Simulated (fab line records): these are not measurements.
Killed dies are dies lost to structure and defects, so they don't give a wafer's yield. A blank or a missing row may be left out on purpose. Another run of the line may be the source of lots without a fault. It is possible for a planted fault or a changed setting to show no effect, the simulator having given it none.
A struck lot beside a sound one + flow ritCmos + 17 out of 202 route steps
Sound: the wafers L424.1, L424.5, L424.6. The struck wafers were L429.1, L429.5, L429.6. At the end, the cause is stated.
Per side, at each step with rows, come the tool, then ch with its chambers, and then its first start. Under that, the readings that differ: sound wafers + struck wafers + difference of the means + sigmas: that difference in standard deviations of wafers without a fault.
alike: a reading whose means differ by less than 2 such deviations, as well as words and numbers matching on both sides. not compared: withheld readings; readings where some wafer has no value; bounds like >300 that might hide an equal value; numbers whose values overlap and for which the record gives no deviation.
The two part at a step that has a row with sigmas, a row that says differs or no value, or rows on one side only. Numbers that have no deviation but don't overlap get no sigmas and don't part them. A reading missing from all wafers of one side parts the sides only when that side holds two or more wafers.

RIT_PWELL_TW_MEAS_10:
  struck on filmMetro-01, day 3 19:02; sound on filmMetro-02, day 2 17:43
| reading  | sound       | struck      | difference | sigmas |
|----------|-------------|-------------|------------|--------|
| PWELL_TW | 936 936 941 | 963 965 955 | +23        | +2     |
then, 1 step without rows for these wafers: RIT_WELLDRIVE_ANNEAL_00 (time 14700 s).
RIT_WELLDRIVE_RS_MEAS_01: measurement is done with a four-point probe.
  struck on filmMetro-03, day 4 00:56; sound on filmMetro-03, day 3 01:46
| reading           | sound             | struck            | difference | sigmas |
|-------------------|-------------------|-------------------|------------|--------|
| NWELL_RS (ohm/sq) | 276.9 277.2 276.9 | 275.3 275.3 275.2 | -1.7       | -2     |
RIT_WELLDRIVE_RS_MEAS_02: measurement is done with a four-point probe.
  struck on filmMetro-03, day 4 01:04; sound on filmMetro-03, day 3 01:53
  alike: PWELL_RS
then, 6 steps without rows for these wafers: RIT_NRETRO_HMDS_00 (prime time 60 s); RIT_NRETRO_COAT_01 (resist thk 1300 nm); RIT_NRETRO_SOFTBAKE_02 (time 60 s); RIT_NRETRO_EXPOSE_03 (exposes mask M4, target cd 43900 nm); RIT_NRETRO_PEB_04; RIT_NRETRO_DEVELOP_05 (develop time 68 s).
RIT_NRETRO_OVL_MEAS_06:
  struck on overlay-02, day 4 02:11; sound on overlay-02, day 3 03:01
  alike: NRETRO_OVL
then, 1 step without rows for these wafers: RIT_NRETRO_HARDBAKE_07 (time 120 s).
RIT_NRETRO_IMPLANT_08:
  sound on implanter-04 ch 0, day 3 03:18; struck on implanter-02 ch 0, day 4 03:03
  alike: tiltDeg
RIT_NRETRO_STRIP_09: strips in O2, time 180 s.
  sound on plasmaAsher-02 ch 0,1, day 3 03:27; struck on plasmaAsher-03 ch 0,1, day 4 03:12
  alike: drypumpMotorCurrentA
  not compared: rfHoursCounterH
RIT_NRETRO_TW_MEAS_10:
  struck on filmMetro-04, day 4 03:36; sound on filmMetro-02, day 3 03:38
| reading   | sound          | struck         | difference | sigmas |
|-----------|----------------|----------------|------------|--------|
| NRETRO_TW | 1032 1035 1031 | 1310 1302 1306 | +273       | +32    |
then, 1 step without rows for these wafers: RIT_PRETRO_HMDS_00 (prime time 60 s).
RIT_M1_PROBE_99:
  struck on prober-01, day 5 16:37; sound on prober-01, day 4 09:13
  alike: killedAtFrontEnd, killedDies, killedOpen, killedShort

## WHERE THEY PART
Last at RIT_NRETRO_TW_MEAS_10 as far as this record goes, first at RIT_PWELL_TW_MEAS_10. Later steps at which nothing parts them and some readings are alike: RIT_M1_PROBE_99.

WHY: what the simulator had put in
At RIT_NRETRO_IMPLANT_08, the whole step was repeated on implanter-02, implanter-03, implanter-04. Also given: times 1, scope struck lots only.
